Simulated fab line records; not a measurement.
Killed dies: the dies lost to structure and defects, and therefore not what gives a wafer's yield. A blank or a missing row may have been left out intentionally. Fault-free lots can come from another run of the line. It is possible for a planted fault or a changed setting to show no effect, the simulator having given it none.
Which of the tools did it? ; flow berkeleyCmos170 ; Sampling: 7 lots, 21 wafers, 2 of 331 route steps

## WHAT THE GAUGES READ, wafer by wafer
UCB170_GATE_OVL_MEAS_13.
lot;measured;on;GATE_OVL (nm)
L831;day 8 02:00;overlay-02;-6 -13 -15
L834;day 8 18:46;overlay-02;6 0 1
L836;day 8 18:24;overlay-02;-1 -2 3
L844;day 10 07:44;overlay-01;0 -7 -10
L845;day 10 07:10;overlay-01;2 3 1
L847;day 10 22:31;overlay-02;-4 -4 2
L850;day 11 14:29;overlay-01;-8 -5 -10

## WHICH TOOL RAN EACH LOT (tool, then ch and the chambers of the sampled wafers, then the start)
lot;UCB170_ACTIVE_STRIP_16
L831;plasmaAsher-03 ch 0,1, day 5 15:44
L834;plasmaAsher-03 ch 0,1, day 6 19:22
L836;plasmaAsher-03 ch 0,1, day 6 19:58
L844;plasmaAsher-04 ch 1, day 8 08:01
L845;plasmaAsher-01 ch 0,1, day 8 08:21
L847;plasmaAsher-03 ch 1, day 9 01:18
L850;plasmaAsher-01 ch 0,1, day 9 12:46
- UCB170_ACTIVE_STRIP_16: strips in O2.

## THE ANSWER, worked out from the rows above alone
Rule: usual is defined by the lots themselves. The widest of any qualifying gaps counts: lots, ordered by their means at a reading, are off when they make up no more than a third of the lots, leave a main group of 4 or more, and stand apart from it by 3 or more times the standard deviation of that group's means. A main group is skipped when, at the precision printed for the reading in the tables above, its means are all equal. A lot without any number at a reading at which 4 lots or more have one is off too. Any other lot the step has rows for is counted as sound.
No lot is off at any reading shown: from this, nothing can be told.

## WHAT THE SIMULATOR HAD PUT IN
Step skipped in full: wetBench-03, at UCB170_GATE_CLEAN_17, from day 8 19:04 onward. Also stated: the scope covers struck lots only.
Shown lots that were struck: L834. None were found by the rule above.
